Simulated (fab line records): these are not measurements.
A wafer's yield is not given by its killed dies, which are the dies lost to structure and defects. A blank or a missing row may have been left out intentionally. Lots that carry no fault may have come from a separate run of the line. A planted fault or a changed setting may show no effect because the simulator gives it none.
Matching of chambers | flow rit_cmos | pecvd-03 running RIT_CONTACT_CVD_00: 3 sister chambers
The step deposits SiO2 from TEOS, target thk 400 nm, time 61 s. 14 wafers are shown with their chamber, then 7 later ones without.

## EACH WAFER AND ITS CHAMBER
wafer  | chamber | heater_power_w (W)
L629.4 | 1       | 356
L629.5 | 0       | 253
L629.6 | 2       | 313
L632.2 | 2       | 265
L632.4 | 2       | 279
L632.5 | 1       | 266
L635.3 | 2       | 281
L635.5 | 1       | 339
L635.6 | 2       | 282
L638.2 | 0       | 330
L638.5 | 1       | 351
L638.6 | 0       | 330
L641.3 | 2       | 227
L641.4 | 0       | 345

SIGNATURES (averages over the wafers above)
reading        | chamber 0 | chamber 1 | chamber 2 | scatter within a chamber
heater_power_w | 314.50    | 328.00    | 274.50    | 36.2
Rule: for a wafer and a chamber, the distance is found by dividing, reading by reading, the gap between the wafer's reading and the chamber's mean by the reading's scatter, squaring, summing and taking the root. The wafer belongs to the nearest chamber; if the next one is less than 2 further off, it can't be placed. The scatter: the root of (the sum of the squares of (reading less its chamber's mean) over the shown wafers, divided by (wafers less chambers)).

## WAFERS WITHOUT THEIR CHAMBER
wafer  | heater_power_w (W)
L641.5 | 248
L647.3 | 339
L647.4 | 255
L647.6 | 315
L650.2 | 283
L650.5 | 299
L650.6 | 370

## WHICH CHAMBER EACH WENT THROUGH
wafer  | from the rows above          | in truth
L641.5 | can't be placed: 2 or 0 or 1 | 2
L647.3 | can't be placed: 1 or 0 or 2 | 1
L647.4 | can't be placed: 2 or 0 or 1 | 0
L647.6 | can't be placed: 0 or 1 or 2 | 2
L650.2 | can't be placed: 2 or 0 or 1 | 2
L650.5 | can't be placed: 0 or 2 or 1 | 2
L650.6 | can't be placed: 1 or 0 or 2 | 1
Correctly placed: 0 of 7. Cannot be placed on the basis of these rows: 7; the candidates contain the true chamber in 7. 0 placed wrongly.
